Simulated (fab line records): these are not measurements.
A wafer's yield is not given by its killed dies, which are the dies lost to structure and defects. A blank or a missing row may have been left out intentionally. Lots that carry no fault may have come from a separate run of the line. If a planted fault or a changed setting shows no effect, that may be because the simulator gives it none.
Problem report in the 8D (eight disciplines) form, filled by code	flow ritCmos	the parts of the form that need people (team, actions taken, sign-off) are left out

== 1. PROBLEM STATEMENT ==
Mean PRETRO_TW at RIT_PRETRO_TW_MEAS_10: 436.9 over 6 wafers in 2 lots; fault-free wafers: 470.8, standard deviation 2.7. Relative to the usual mean, that is a shift of -13 standard deviations.
First observed at day 5 07:23: wafer L602.1, on filmMetro-03. At this step, 30 wafers from 10 lots have a number in the record. By rule, "out" or "out of limits" means more than 4 standard deviations away from the usual mean. The other wafers with a number count as sound.

== 2. WHAT IT IS, AND WHAT IT ISN'T ==
question	is	is not
which readings at this step	PRETRO_TW	-
which lots	L602, L603	L588, L589, L590, L591, L604, L606, L608, L611
which wafers of those lots	all that have a number	-
read on which gauges	filmMetro-02, filmMetro-03	filmMetro-01
when	from day 5 07:23	up to then (12 sound wafers); but 12 sound wafers of L604, L606, L608, L611 came after

== 3. WHAT RULES OUT EACH SUSPECT ==
Counting: any tool at a process step up to the reading is kept as a suspect provided that every lot that is out went through it and no sound lot did after the first of them.
- the gauge at RIT_PRETRO_TW_MEAS_10 has been ruled out. 2 gauges (filmMetro-02, filmMetro-03) read the wafers that are out.
- implanter-02 at RIT_PRETRO_IMPLANT_08: kept. It processed each lot that is out, first L602 at day 5 07:04, and no sound lot thereafter; up to then, the last sound lot it processed was L590 at day 2 17:58. On those wafers its own readings are out: beamEnergyKeV.
Left after counting: implanter-02 at RIT_PRETRO_IMPLANT_08.

== 4. THE CAUSE (what the simulator had put in) ==
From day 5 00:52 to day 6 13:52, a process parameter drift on implanter-02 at RIT_PRETRO_IMPLANT_08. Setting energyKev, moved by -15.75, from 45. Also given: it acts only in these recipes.
Only this tool survived the counting.

== 5. SEQUENCE OF EFFECTS, ordered by route ==
Rows list readings where the struck wafers' mean (over those with a number) sits beyond 3 standard deviations from the usual. Readings are gone through only where the record gives a usual standard deviation; hours: the median, over the lots, of the time from a lot's start at the first step in this table giving one to that lot's start at this step; sigmas: the change measured in usual standard deviations.
hours	step	reading	usual	on struck wafers	change	sigmas
0	RIT_PRETRO_IMPLANT_08	beamEnergyKeV	45.000	29.254	-15.746	-99 or more
0	RIT_PRETRO_TW_MEAS_10	PRETRO_TW	470.8	436.9	-33.9	-13
It contains these process steps:
- RIT_PRETRO_IMPLANT_08
Later measuring or inspecting steps at which every struck wafer that the step has a row for has a number for every such reading, and none has moved that far: RIT_FOX2_THK_MEAS_91, RIT_NSD_OVL_MEAS_06, RIT_SDANNEAL_RS_MEAS_04.

== 6. WHAT WOULD HAVE CAUGHT IT SOONER ==
7 hours passed between the start of the fault at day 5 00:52 and the first reading out of limits at a measuring or inspecting step in this record, taken at day 5 07:23.
At RIT_PRETRO_IMPLANT_08, the tool's own readings (beamEnergyKeV) were out on each struck wafer the step has a row for, so an alarm limit on them would have fired on the first such wafer.
Of the lots that are out (2), L603 began RIT_PRETRO_IMPLANT_08 on implanter-02 after day 5 07:23. A tool hold placed at that time would have kept it from harm.
